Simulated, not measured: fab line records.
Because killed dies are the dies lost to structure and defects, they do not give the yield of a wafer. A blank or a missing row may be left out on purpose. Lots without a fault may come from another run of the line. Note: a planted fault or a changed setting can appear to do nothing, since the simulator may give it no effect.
Struck lot and sound lot, side by side :: flow rit-cmos :: 26 out of 202 route steps
Sound: the wafers L259.3, L259.4, L259.6. The struck wafers were L268.1, L268.3, L268.4. The cause is named last.
At each step with rows: each side's tool, then ch and its chambers, then its first start. Under that, the readings that differ: sound wafers :: struck wafers :: difference of the means :: sigmas: that difference in standard deviations of wafers without a fault.
alike: words and numbers the same on both sides, and readings whose means are apart by under 2 such deviations; not compared: readings that were withheld, readings missing a value for some wafer, numbers with overlapping values and no deviation given by the record, and bounds like >300 which may hide the same value.
Wherever a step has rows on one side only, a row that says differs or no value, or a row with sigmas, the two part there. Non-overlapping numbers with no deviation appear without sigmas and do not part them. A reading missing from all wafers of one side parts the sides only when that side holds two or more wafers.

first, 1 step without rows for these wafers: RIT_WELLDRIVE_ANNEAL_00 (time 14700 s).
RIT_WELLDRIVE_RS_MEAS_01: the measuring method here is four-point-probe.
  struck on film-metro-02, day 5 08:14; sound on film-metro-03, day 3 07:31
  alike: NWELL_RS
RIT_WELLDRIVE_RS_MEAS_02: the measuring method here is four-point-probe.
  struck on film-metro-02, day 5 08:22; sound on film-metro-03, day 3 07:38
  alike: PWELL_RS
then, 6 steps without rows for these wafers: RIT_NRETRO_HMDS_00 (prime time 60 s); RIT_NRETRO_COAT_01 (resist thk 1300 nm); RIT_NRETRO_SOFTBAKE_02 (time 60 s); RIT_NRETRO_EXPOSE_03 (exposes mask M4, target cd 43900 nm); RIT_NRETRO_PEB_04; RIT_NRETRO_DEVELOP_05 (develop time 68 s).
RIT_NRETRO_OVL_MEAS_06:
  struck on overlay-01, day 5 09:22; sound on overlay-01, day 3 08:44
  alike: NRETRO_OVL
then, 2 steps without rows for these wafers: RIT_NRETRO_HARDBAKE_07 (time 120 s); RIT_NRETRO_IMPLANT_08.
RIT_NRETRO_STRIP_09: strips in O2, time 180 s.
  sound on plasma-asher-04 ch 0,1, day 3 09:13; struck on plasma-asher-01 ch 0,1, day 5 09:48
  no value came back on the struck wafers for chamber-pressure-mTorr (mTorr), drypump-motor-current-A (A); on the sound wafers chamber-pressure-mTorr (mTorr) reads 3997 3994 4003
reading: model.NOVOLAK_of_NRETRO_COAT_01.thk-nm (nm)
sound: 0 0 0
struck: 1139 1139 1140
difference: +1139
sigmas: 
  not compared: rf-hours-counter-h
RIT_NRETRO_TW_MEAS_10:
  struck on film-metro-04, day 5 09:58; sound on film-metro-01, day 3 09:21
  alike: NRETRO_TW
then, 6 steps without rows for these wafers: RIT_PRETRO_HMDS_00 (prime time 60 s); RIT_PRETRO_COAT_01 (resist thk 1300 nm); RIT_PRETRO_SOFTBAKE_02 (time 60 s); RIT_PRETRO_EXPOSE_03 (exposes mask M5, target cd 43700 nm); RIT_PRETRO_PEB_04; RIT_PRETRO_DEVELOP_05 (develop time 68 s).
RIT_PRETRO_OVL_MEAS_06:
  struck on overlay-01, day 5 11:02; sound on overlay-02, day 3 10:25
  alike: PRETRO_OVL
then, 2 steps without rows for these wafers: RIT_PRETRO_HARDBAKE_07 (time 120 s); RIT_PRETRO_IMPLANT_08.
RIT_PRETRO_STRIP_09: strips in O2, time 180 s.
  sound on plasma-asher-04 ch 0,1, day 3 10:53; struck on plasma-asher-01 ch 0,1, day 5 11:29
  alike: chamber-pressure-mTorr, drypump-motor-current-A
  not compared: rf-hours-counter-h
RIT_PRETRO_TW_MEAS_10:
  struck on film-metro-01, day 5 11:53; sound on film-metro-02, day 3 11:02
reading: PRETRO_TW
sound: 476 475 474
struck: 30 30 30
difference: -445
sigmas: -99
  not compared: hold
RIT_M1_PROBE_99:
  rows exist in the record for the sound wafers here (prober-02, day 4 15:28), none for the struck ones

WHERE THEY PART
First at RIT_NRETRO_STRIP_09; last, within this record, at RIT_M1_PROBE_99.

WHY: what the simulator had put in
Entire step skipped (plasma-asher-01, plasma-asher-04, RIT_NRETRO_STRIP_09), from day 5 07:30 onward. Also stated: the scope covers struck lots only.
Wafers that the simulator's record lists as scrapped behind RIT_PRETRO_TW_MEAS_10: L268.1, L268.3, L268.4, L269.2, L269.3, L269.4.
